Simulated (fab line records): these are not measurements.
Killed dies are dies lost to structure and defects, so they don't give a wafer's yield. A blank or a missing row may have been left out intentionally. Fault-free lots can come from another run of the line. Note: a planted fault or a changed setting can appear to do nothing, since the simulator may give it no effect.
The tool behind it: which one? + flow berkeley_cmos170 + 42 wafers sampled from 14 lots at 1 step of a route of 331

== WHAT EACH GAUGE READ, for each wafer ==
No reading from a measuring or inspecting step in the record can be judged against a usual standard deviation.

== EACH LOT AND THE TOOL THAT RAN IT (in order: tool; ch and the chambers of the sampled wafers; start) ==
| lot  | UCB170_NWELL_STRIP_15               |
|------|-------------------------------------|
| L270 | plasma_asher-03 ch 0,1, day 2 15:17 |
| L272 | plasma_asher-03 ch 0,1, day 2 21:40 |
| L273 | plasma_asher-03 ch 0,1, day 3 07:40 |
| L274 | plasma_asher-02 ch 0,1, day 3 11:12 |
| L275 | plasma_asher-02 ch 0, day 3 17:11   |
| L278 | plasma_asher-03 ch 0,1, day 4 03:21 |
| L281 | plasma_asher-02 ch 0,1, day 4 20:14 |
| L280 | plasma_asher-04 ch 0,1, day 4 20:29 |
| L282 | plasma_asher-04 ch 0,1, day 5 01:50 |
| L283 | plasma_asher-03 ch 0,1, day 5 01:52 |
| L286 | plasma_asher-02 ch 0,1, day 5 21:47 |
| L290 | plasma_asher-04 ch 0,1, day 6 17:23 |
| L291 | plasma_asher-03 ch 0,1, day 6 22:11 |
| L292 | plasma_asher-03 ch 0,1, day 7 09:25 |
- UCB170_NWELL_STRIP_15: strips in O2.

== AS READ BY THE TOOLS THEMSELVES (means over the sampled wafers that have a number; for cases with no such wafer, the mark the record gives instead) ==
UCB170_NWELL_STRIP_15. Usual: chamber_pressure_mTorr 3500 mTorr, standard deviation 3.2; drypump_motor_current_A 6.0 A, standard deviation 0.36; oes_product_au 0.721 a.u., standard deviation 0.0043; strip_time_to_endpoint_s 18.04 s, standard deviation 0.085.
| lot  | tool            | chamber_pressure_mTorr (mTorr) | drypump_motor_current_A (A) | oes_product_au (a.u.) | strip_time_to_endpoint_s (s) | flag |
|------|-----------------|--------------------------------|-----------------------------|-----------------------|------------------------------|------|
| L270 | plasma_asher-03 | 3500                           | 6.2                         | 0.724                 | 17.99                        |      |
| L272 | plasma_asher-03 | 3499                           | 6.2                         | 0.721                 | 18.08                        |      |
| L273 | plasma_asher-03 | 3502                           | 6.2                         | 0.715                 | 18.05                        |      |
| L274 | plasma_asher-02 | 3503                           | 6.0                         | 0.721                 | 18.01                        |      |
| L275 | plasma_asher-02 | 3501                           | 5.5                         | 0.718                 | 18.11                        |      |
| L278 | plasma_asher-03 | 3505                           | 6.2                         | 0.720                 | 18.03                        |      |
| L281 | plasma_asher-02 | 3496                           | 5.7                         | 0.725                 | 17.97                        |      |
| L280 | plasma_asher-04 | 3500                           | 5.9                         | 0.720                 | 18.06                        |      |
| L282 | plasma_asher-04 | -                              | -                           | -                     | -                            | OFF  |
| L283 | plasma_asher-03 | -                              | -                           | -                     | -                            | OFF  |
| L286 | plasma_asher-02 | 3499                           | 5.7                         | 0.718                 | 17.96                        |      |
| L290 | plasma_asher-04 | 3498                           | 5.5                         | 0.719                 | 18.02                        |      |
| L291 | plasma_asher-03 | 3499                           | 6.2                         | 0.721                 | 18.05                        |      |
| L292 | plasma_asher-03 | 3497                           | 6.2                         | 0.721                 | 17.95                        |      |

== THE ANSWER, worked out from the rows above alone ==
Rule: take the mean of a lot's wafers that have a number; if it is more than 3 standard deviations from the usual mean, the lot is off. A lot without any number at a reading at which 4 lots or more have one is off too. The other lots that the step has rows for count as sound. The gauges are gone through in route order, then the tools' own readings, and for those a lot's mean is taken as printed above. The first step at which some lot is off is used, and at that step the reading that is off furthest; a lot without a number counts as furthest.
Off, at UCB170_NWELL_STRIP_15 on chamber_pressure_mTorr: L282, L283. Without a number there: L282, L283.
A tool fits if, at that step or a process step before it, it ran every lot that is off, and no sound lot after the first of them. Not one of the candidates tried fits.

== WHAT THE SIMULATOR PUT IN ==
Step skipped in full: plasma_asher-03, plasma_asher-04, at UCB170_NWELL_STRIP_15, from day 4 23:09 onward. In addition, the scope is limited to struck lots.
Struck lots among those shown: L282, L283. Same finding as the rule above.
